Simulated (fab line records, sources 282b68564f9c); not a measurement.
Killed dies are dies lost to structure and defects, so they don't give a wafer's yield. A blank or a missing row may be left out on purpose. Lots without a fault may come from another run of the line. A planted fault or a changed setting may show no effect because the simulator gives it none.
fab line records | flow rit_cmos
record lots=7 wafers=21 last_day=7
route steps=202 shown ACTIVE@8 FOX1@20 M1@202
lots that met no fault: from a run of the same line without faults
start_h: hours from the record's first day to the start of the lot's first wafer shown | wait_h: hours since the lot's step before | " the same as in the row above | L1.1+2: a row that stands for several wafers | - no value, or no start given | * or withheld: withheld | < > ~ a bound
route shown NAME@n: a module of which the file shows steps, and the number in the route of the first | usual: mean/standard deviation of fault-free wafers | same: alike in all rows | chamber/n: place in a boat | sites: the reading at each site | _std_site: their standard deviation | _edge_site: outer sites' mean less inner sites' | radius_mm: how far each site lies from the wafer's centre | mask NAME#n: copy n | behind: the tool/chamber that last shaped the wafer | hold: why the lot was held/for how many hours/how that ended | device: the transistor (n, p or np) that didn't switch | end of line: the same wafers' tests at the end of the route | a step without rows: its recipe alone | killed: dies lost to structure and defects at the first sort, not the wafer's yield | map: a wafer's dies, x killed, . not, _ none there
set.NAME: the setting as run; set.NAME@STEP: as run at that earlier step | model.NAME: the simulator's own value behind a step, which no gauge read
lots at some steps of the route; a table a step, a row a wafer
services: from which hour (start_h, from the record's first day; less than 0 if before it) a tool's chamber was out of use, for how many hours, and why
## steps
# step RIT_ACTIVE_SOFTBAKE_07
# recipe resist=NOVOLAK temp_c=90 time_s=60
# step RIT_ACTIVE_EXPOSE_08
# recipe mask_id=M1 na=0.6 source_shape=conventional sigma_outer=0.6 target_cd_nm=1400 dose_mj=225
# step RIT_ACTIVE_PEB_09
# recipe resist=NOVOLAK temp_c=withheld time_s=withheld
# step RIT_ACTIVE_DEVELOP_10
# recipe resist=NOVOLAK develop_time_s=50 dev_temp_c=22.21
# step RIT_ACTIVE_CD_MEAS_11
# recipe target_cd_nm=1400
# usual cd_nm=1399.4/2.3
# columns lot.wafer tool chamber start_h wait_h cd_nm
L460.1 cd_sem-01 - 34.44 - 1402.0
L460.5 " - " " 1401.7
L460.6 " - " " 1401.3
L463.1 cd_sem-02 - 52.23 - 1400.5
L463.5 " - " " 1398.4
L463.6 " - " " 1399.3
L466.2 cd_sem-02 - 65.82 - 1402.6
L466.4 " - " " 1403.7
L466.5 " - " " 1401.0
L467.1 cd_sem-01 - 69.56 - 1400.6
L467.2 " - " " 1398.4
L467.3 " - " " 1398.5
L469.1 cd_sem-01 - 80.20 - 1395.5
L469.2 " - " " 1395.1
L469.3 " - " " 1396.7
L472.3 cd_sem-01 - 94.65 - 1400.4
L472.5 " - " " 1398.3
L472.6 " - " " 1398.9
L479.1 cd_sem-02 - 129.44 - 1398.1
L479.5 " - " " 1400.1
L479.6 " - " " 1400.0
# step RIT_ACTIVE_HARDBAKE_12
# recipe resist=NOVOLAK temp_c=140 time_s=60
# step RIT_ACTIVE_ETCH_13
# recipe stop_on=SiO2 chemistry=SF6 target=Si3N4 time_s=210 over_etch_frac=0.4 SF6_flow_sccm=200 pressure_mtorr=260 rf_w=125 target_depth_a=2100
# usual SF6_flow_sccm=200.1/0.6 drypump_motor_current_A=5.8/0.42 oes_product_au=0.817/0.014 rf_fwd_power_W=124.6/0.37 throttle_valve_pct=7.58/0.14
# columns lot.wafer tool chamber start_h wait_h SF6_flow_sccm drypump_motor_current_A oes_product_au rf_fwd_power_W rf_hours_counter_h throttle_valve_pct
L460.1 rie_diel-02 2 34.80 0.1 200.0 6.3 0.791 124.1 18 7.29
L460.5 " 2 " " 200.2 6.3 0.796 123.8 - 7.29
L460.6 " 1 " " 199.7 5.6 0.825 124.8 - 7.62
L463.1 rie_diel-04 0 52.50 0.1 199.3 6.2 0.816 125.0 2 7.71
L463.5 " 0 " " 200.5 6.2 0.821 124.7 - 7.71
L463.6 " 3 " " 200.5 5.5 0.814 125.7 - 7.72
L466.2 rie_diel-03 2 66.07 0.1 200.1 5.2 0.820 124.8 11 7.50
L466.4 " 0 " " 200.6 5.7 0.819 124.7 3 7.62
L466.5 " 3 " " 200.1 5.2 0.787 124.3 - 7.70
L467.1 rie_diel-02 1 69.83 0.1 200.6 5.7 0.831 125.4 30 7.62
L467.2 " 0 " " 199.6 5.9 0.813 124.5 61 7.49
L467.3 " 2 " " 200.5 6.3 0.807 124.3 19 7.30
L469.1 rie_diel-03 3 80.47 0.1 200.2 5.2 0.791 124.4 127 7.71
L469.2 " 2 " " 199.8 5.3 0.822 125.5 11 7.51
L469.3 " 0 " " 200.4 5.6 0.826 124.8 3 7.60
L472.3 rie_diel-02 0 94.94 0.1 201.1 5.9 0.812 125.1 - 7.50
L472.5 " 2 " " 200.0 6.3 0.793 124.7 - 7.30
L472.6 " 0 " " 201.7 5.9 0.822 125.0 - 7.50
L479.1 rie_diel-02 3 129.71 0.1 200.5 6.2 0.819 124.7 46 7.50
L479.5 " 1 " " 200.3 5.6 0.821 124.2 - 7.60
L479.6 " 2 " " 200.2 6.3 0.780 124.5 - 7.31
# step RIT_ACTIVE_STRIP_14
# recipe chemistry=O2 time_s=180 resist=NOVOLAK platen_temp_c=withheld power_w=500 pressure_mtorr=4000 o2_flow_sccm=4000
# usual drypump_motor_current_A=5.6/0.51 rf_refl_power_W=7.2/1.1
# columns lot.wafer tool chamber start_h wait_h drypump_motor_current_A rf_hours_counter_h rf_refl_power_W
L460.1 plasma_asher-02 0 34.93 0.1 6.3 32 6.9
L460.5 " 1 " " 4.8 - 7.6
L460.6 " 0 " " 6.3 - 6.8
L463.1 plasma_asher-02 1 52.63 0.1 4.9 34 7.5
L463.5 " 0 " " 6.3 - 7.0
L463.6 " 1 " " 4.9 - 7.5
L466.2 plasma_asher-03 0 66.21 0.1 5.2 44 8.9
L466.4 " 0 " " 5.2 - 8.9
L466.5 " 0 " " 5.2 - 8.9
L467.1 plasma_asher-03 0 69.97 0.1 5.2 45 8.8
L467.2 " 1 " " 6.1 45 6.2
L467.3 " 1 " " 6.0 - 6.4
L469.1 plasma_asher-03 0 80.60 0.1 5.1 46 8.9
L469.2 " 1 " " 6.1 46 6.5
L469.3 " 0 " " 5.2 - 8.7
L472.3 plasma_asher-03 1 95.13 0.1 6.1 - 6.3
L472.5 " 0 " " 5.1 - 8.6
L472.6 " 1 " " 6.1 - 6.1
L479.1 plasma_asher-01 1 129.84 0.1 5.6 50 5.3
L479.5 " 1 " " 5.6 - 5.4
L479.6 " 0 " " 5.6 - 6.9
# step RIT_ACTIVE_CD_MEAS_90
# recipe target_cd_nm=1400
# usual cd_nm=1399.4/2.3
# columns lot.wafer tool chamber start_h wait_h cd_nm
L460.1 cd_sem-01 - 35.10 0.1 1401.6
L460.5 " - " " 1401.3
L460.6 " - " " 1401.3
L463.1 cd_sem-01 - 52.81 0.1 1400.2
L463.5 " - " " 1398.6
L463.6 " - " " 1399.2
L466.2 cd_sem-01 - 66.40 0.1 1402.5
L466.4 " - " " 1403.4
L466.5 " - " " 1401.0
L467.1 cd_sem-02 - 70.14 0.1 1400.4
L467.2 " - " " 1398.7
L467.3 " - " " 1398.3
L469.1 cd_sem-01 - 80.78 0.1 1395.5
L469.2 " - " " 1395.4
L469.3 " - " " 1396.2
L472.3 cd_sem-02 - 95.29 0.1 1400.6
L472.5 " - " " 1398.3
L472.6 " - " " 1398.8
L479.1 cd_sem-02 - 130.02 0.1 1397.7
L479.5 " - " " 1399.9
L479.6 " - " " 1400.7
# step RIT_ACTIVE_CLEAN_15
# recipe chemistry=SC1 mix=3:3:50 time_s=600 temp_c=75
# step RIT_ACTIVE_CLEAN_16
# recipe chemistry=dHF dilution=50:1 time_s=30
# step RIT_ACTIVE_CLEAN_17
# recipe chemistry=SC2 mix=3:3:50 time_s=600 temp_c=75 dry=n2_spin
# step RIT_FOX1_OXIDATION_00
# recipe temp_c=1100 ambient=H2O target_thk_a=3507 p_h2o_torr=720 ox_time_s=1130
# usual spike_tc_centre_C=1102.0/1.2 spike_tc_load_C=1128.0/2.3 spike_tc_source_C=1127/3.2 tube_center_temp_C=1100/0.11 tube_center_temp_C_max=1102.9/0.47
# columns lot.wafer tool chamber start_h wait_h spike_tc_centre_C spike_tc_load_C spike_tc_source_C tube_center_temp_C tube_center_temp_C_max model.SiO2_of_FOX1_OXIDATION_00.thk_nm
L460.1 furnace-01 0 35.59 0.0 1103.0 1126.7 1121 1099.9 1102.5 353.3
L460.5 " 0 " " 1102.8 1123.2 1123 1100.1 1102.9 345.7
L460.6 " 0 " " 1102.7 1125.2 1123 1099.9 1102.4 357.7
L463.1 furnace-02 0 53.29 0.0 1101.9 1126.4 1126 1100 1103.4 348.7
L463.5 " 0 " " 1099.4 1125.8 1127 1100.1 1102.5 344.6
L463.6 " 0 " " 1101.2 1125.2 1126 1100 1102.9 352.2
L466.2 furnace-01 0 67.05 0.2 1126.6 1153.0 1148 1125.2 1127.9 401.5
L466.4 " 0 " " 1127.0 1149.4 1147 1125.1 1128.6 396.9
L466.5 " 0 " " 1125.3 1152.4 1148 1125.1 1127.4 392.3
L467.1 furnace-04 0 70.63 0.0 1104.8 1130.4 1129 1099.8 1102.2 348.3
L467.2 " 0 " " 1101.9 1130.2 1128 1099.9 1102.8 343.7
L467.3 " 0 " " 1104.2 1131.2 1129 1100.1 1102.7 345.1
L469.1 furnace-01 0 81.35 0.1 1128.2 1152.4 1147 1124.9 1127.5 397.5
L469.2 " 0 " " 1125.8 1151.0 1147 1125 1127.9 405
L469.3 " 0 " " 1126.6 1152.1 1147 1124.9 1127.6 400.8
L472.3 furnace-01 0 95.75 0.0 1128.0 1152.0 1147 1125.1 1128.3 411.3
L472.5 " 0 " " 1126.6 1152.4 1149 1125 1128.1 405.3
L472.6 " 0 " " 1125.5 1150.5 1148 1125.1 1127.6 409.4
L479.1 furnace-04 0 130.57 0.0 1101.7 1130.3 1127 1100.1 1103.0 346.3
L479.5 " 0 " " 1102.4 1130.8 1129 1100 1103.0 346.7
L479.6 " 0 " " 1102.5 1130.2 1130 1100.1 1103.5 354.8
# step RIT_FOX1_THK_MEAS_01
# recipe reads=SiO2_of_FOX1_OXIDATION_00
# usual FOX1_OXIDE_THK=355/6.8
# columns lot.wafer tool chamber start_h wait_h FOX1_OXIDE_THK[nm]
L460.1 film_metro-02 - 36.90 0.0 353
L460.5 " - " " 346
L460.6 " - " " 358
L463.1 film_metro-03 - 54.61 0.0 349
L463.5 " - " " 345
L463.6 " - " " 352
L466.2 film_metro-02 - 68.38 0.0 401
L466.4 " - " " 397
L466.5 " - " " 392
L467.1 film_metro-02 - 71.94 0.0 348
L467.2 " - " " 343
L467.3 " - " " 345
L469.1 film_metro-03 - 82.67 0.0 397
L469.2 " - " " 405
L469.3 " - " " 401
L472.3 film_metro-03 - 97.09 0.0 412
L472.5 " - " " 405
L472.6 " - " " 409
L479.1 film_metro-01 - 131.89 0.0 347
L479.5 " - " " 347
L479.6 " - " " 355
# step RIT_FOX1_WET_ETCH_02
# recipe chemistry=BOE target_depth_nm=350 time_s=390 temp_c=21.5 dry=n2_spin dilution=10:1 target=SiO2
# step RIT_M1_PROBE_99
# usual killed_at_front_end=7.2/2.9 killed_dies=7.3/2.9 killed_open=3.6/1.9 killed_short=3.8/1.9
# same gross_dies=264 killed_at_M0_to_M3=0 killed_at_M4_up=0 killed_at_back_side=0 killed_at_contacts=0 killed_at_other=0
# columns lot.wafer tool chamber start_h wait_h killed_at_front_end killed_dies killed_open killed_short model.etest.pldd.width_nm model.etest.nldd.width_nm model.etest.nplus_sal.width_nm model.etest.pplus_sal.width_nm
L460.1 prober-01 - 78.19 0.1 7 7 3 4 3149 3145 3480 3455
L460.5 prober-01 - 78.39 0.2 7 7 4 3 3165 3161 3456 3457
L460.6 prober-01 - 78.44 0.2 17 17 9 8 3172 3157 3454 3443
L463.1 prober-02 - 96.72 0.1 8 8 6 2 3194 3201 3445 3438
L463.5 prober-02 - 96.92 0.2 7 7 4 3 3207 3196 3452 3454
L463.6 prober-02 - 96.97 0.2 18 18 8 10 3190 3186 3456 3429
L466.2 prober-01 - 107.17 0.1 6 6 3 3 3112 3116 3402 3373
L466.4 prober-01 - 107.27 0.2 6 6 3 3 3138 3125 3409 3392
L466.5 prober-01 - 107.32 0.2 6 6 3 3 3132 3135 3379 3393
L467.1 prober-02 - 111.91 0.1 7 7 4 3 3185 3172 3438 3440
L467.2 prober-02 - 111.96 0.1 7 7 3 4 3187 3178 3442 3418
L467.3 prober-02 - 112.01 0.2 5 5 3 2 3163 3167 3443 3440
L469.1 prober-02 - 122.80 0.1 6 6 5 1 3126 3114 3425 3418
L469.2 prober-02 - 122.85 0.1 6 6 3 3 3085 3090 3386 3386
L469.3 prober-02 - 122.90 0.2 5 5 1 4 3112 3100 3383 3394
L472.3 prober-01 - 137.65 0.2 10 10 4 6 3088 3084 3354 3368
L472.5 prober-01 - 137.75 0.2 8 8 3 5 3083 3079 3380 3368
L472.6 prober-01 - 137.80 0.2 7 7 2 5 3093 3086 3371 3374
L479.1 prober-02 - 174.74 0.1 9 9 6 3 3166 3170 3418 3439
L479.5 prober-02 - 174.94 0.2 8 8 2 6 3194 3180 3421 3462
L479.6 prober-02 - 174.99 0.2 6 6 2 4 3175 3156 3445 3441
# killed by level:class
L460.1 GATE:geometric_particle:short=2 FOX1:geometric_particle:short=1 FOX2:geometric_particle:open=1 GATE:geometric_particle:open=1 REOX:geometric_particle:open=1 REOX:geometric_particle:short=1
L460.5 GATE:geometric_particle:open=3 FOX1:geometric_particle:short=1 GATE:geometric_particle:short=1 SILICIDE:geometric_particle:short=1 SILICIDE:geometric_particle:open=1
L460.6 GATE:geometric_particle:short=5 REOX:geometric_particle:open=4 GATE:geometric_particle:open=3 REOX:geometric_particle:short=3 SPACER:geometric_particle:open=1 SILICIDE:geometric_particle:open=1
L463.1 GATE:geometric_particle:open=3 GATE:geometric_particle:short=2 FOX1:geometric_particle:open=1 REOX:geometric_particle:open=1 SPACER:geometric_particle:open=1
L463.5 SILICIDE:geometric_particle:open=3 GATE:geometric_particle:short=2 FOX1:geometric_particle:short=1 REOX:geometric_particle:open=1
L463.6 GATE:geometric_particle:open=7 FOX1:geometric_particle:short=3 GATE:geometric_particle:short=3 SILICIDE:geometric_particle:short=2 FOX2:geometric_particle:short=1 REOX:geometric_particle:short=1 REOX:geometric_particle:open=1
L466.2 SPACER:geometric_particle:open=2 GATE:geometric_particle:open=1 GATE:geometric_particle:short=1 SPACER:geometric_particle:short=1 SILICIDE:geometric_particle:short=1
L466.4 GATE:geometric_particle:open=2 FOX1:geometric_particle:open=1 FOX1:geometric_particle:short=1 GATE:geometric_particle:short=1 REOX:geometric_particle:short=1
L466.5 GATE:geometric_particle:open=2 REOX:geometric_particle:short=2 GATE:geometric_particle:short=1 SILICIDE:geometric_particle:open=1
L467.1 SPACER:geometric_particle:short=2 SPACER:geometric_particle:open=2 GATE:geometric_particle:open=1 SILICIDE:geometric_particle:open=1 SILICIDE:geometric_particle:short=1
L467.2 FOX1:geometric_particle:short=2 SPACER:geometric_particle:open=2 SPACER:geometric_particle:short=2 REOX:geometric_particle:open=1
L467.3 GATE:geometric_particle:open=1 REOX:geometric_particle:open=1 SPACER:geometric_particle:short=1 SILICIDE:geometric_particle:open=1 SILICIDE:geometric_particle:short=1
L469.1 GATE:geometric_particle:open=4 FOX1:geometric_particle:open=1 SPACER:geometric_particle:short=1
L469.2 GATE:geometric_particle:open=2 FOX2:geometric_particle:short=1 GATE:geometric_particle:short=1 REOX:geometric_particle:short=1 SILICIDE:geometric_particle:open=1
L469.3 GATE:geometric_particle:short=3 GATE:geometric_particle:open=1 SILICIDE:geometric_particle:short=1
L472.3 GATE:geometric_particle:short=3 REOX:geometric_particle:short=3 GATE:geometric_particle:open=2 REOX:geometric_particle:open=2
L472.5 GATE:geometric_particle:short=3 SILICIDE:geometric_particle:short=2 GATE:geometric_particle:open=1 SPACER:geometric_particle:open=1 SILICIDE:geometric_particle:open=1
L472.6 GATE:geometric_particle:short=2 GATE:geometric_particle:open=1 REOX:geometric_particle:short=1 SPACER:geometric_particle:short=1 SILICIDE:geometric_particle:short=1 SILICIDE:geometric_particle:open=1
L479.1 GATE:geometric_particle:open=3 REOX:geometric_particle:open=2 FOX1:geometric_particle:short=1 FOX2:geometric_particle:short=1 FOX2:geometric_particle:open=1 SPACER:geometric_particle:short=1
L479.5 GATE:geometric_particle:short=4 SPACER:geometric_particle:open=1 SPACER:geometric_particle:short=1 SILICIDE:geometric_particle:short=1 SILICIDE:geometric_particle:open=1
L479.6 SILICIDE:geometric_particle:short=2 ACTIVE:geometric_particle:open=1 FOX1:geometric_particle:short=1 GATE:geometric_particle:open=1 GATE:geometric_particle:short=1
## services
# columns tool chamber start_h hours kind
rie_diel-03 1 18.28 2.7 repair
plasma_asher-01 - 27.66 2.8 pm
plasma_asher-01 - 31.34 1.6 repair
rie_diel-02 0 32.96 7.6 repair
furnace-04 - 36.10 3.3 pm
rie_diel-02 2 47.53 3.1 repair
rie_diel-02 0 54.83 2.9 repair
furnace-02 - 56.10 4.2 pm
furnace-04 - 56.54 5.5 pm
furnace-02 - 60.33 4.9 pm
rie_diel-03 1 76.94 5.7 repair
plasma_asher-01 - 83.32 14.6 pm
rie_diel-02 1 86.78 10.0 repair
rie_diel-02 3 92.04 7.8 repair
plasma_asher-02 - 108.75 9.0 pm
plasma_asher-02 0 108.75 9.0 vent_cycle
plasma_asher-02 1 108.75 9.0 vent_cycle
rie_diel-04 3 109.86 1.9 repair
rie_diel-03 2 116.15 2.5 repair
plasma_asher-02 - 117.75 2.8 pm
plasma_asher-02 0 117.75 - clean
plasma_asher-02 1 117.75 - clean
rie_diel-03 - 120.86 4.3 pm
## key
first_sign step=RIT_FOX1_OXIDATION_00 reading=tube_center_temp_C direction=up sigmas=99+ usual=* struck=*
effect step=RIT_FOX1_OXIDATION_00 reading=tube_center_temp_C_max direction=up sigmas=53 usual=* struck=*
effect step=RIT_FOX1_THK_MEAS_01 reading=FOX1_OXIDE_THK direction=up sigmas=6.9 usual=355 struck=402
model_effect step=RIT_FOX1_OXIDATION_00 value=SiO2_of_FOX1_OXIDATION_00.thk_nm without=363.4 struck=402.2
model_effect step=RIT_M1_PROBE_99 value=etest.pldd.width_nm without=3155 struck=3108
met_at RIT_FOX1_OXIDATION_00
struck_wafers L466.2,L466.4,L466.5,L469.1,L469.2,L469.3,L472.3,L472.5,L472.6
tester_left_out L466,L469,L472
onset_between 35.59 67.05
fault kind=process_parameter_drift tool=furnace-01 chamber=- onset_h=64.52 steps=RIT_FOX1_OXIDATION_00 channel=temp_c offset=* shape=step end_h=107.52 acts_in=* stated=*
# tester_left_out: of these lots the tester's yield and bins aren't shown, on N5 and GAA mostly nor the transistor test; their killed dies are dies lost to structure and defects alone, not to doping, threshold or leakage, so they don't give the yield
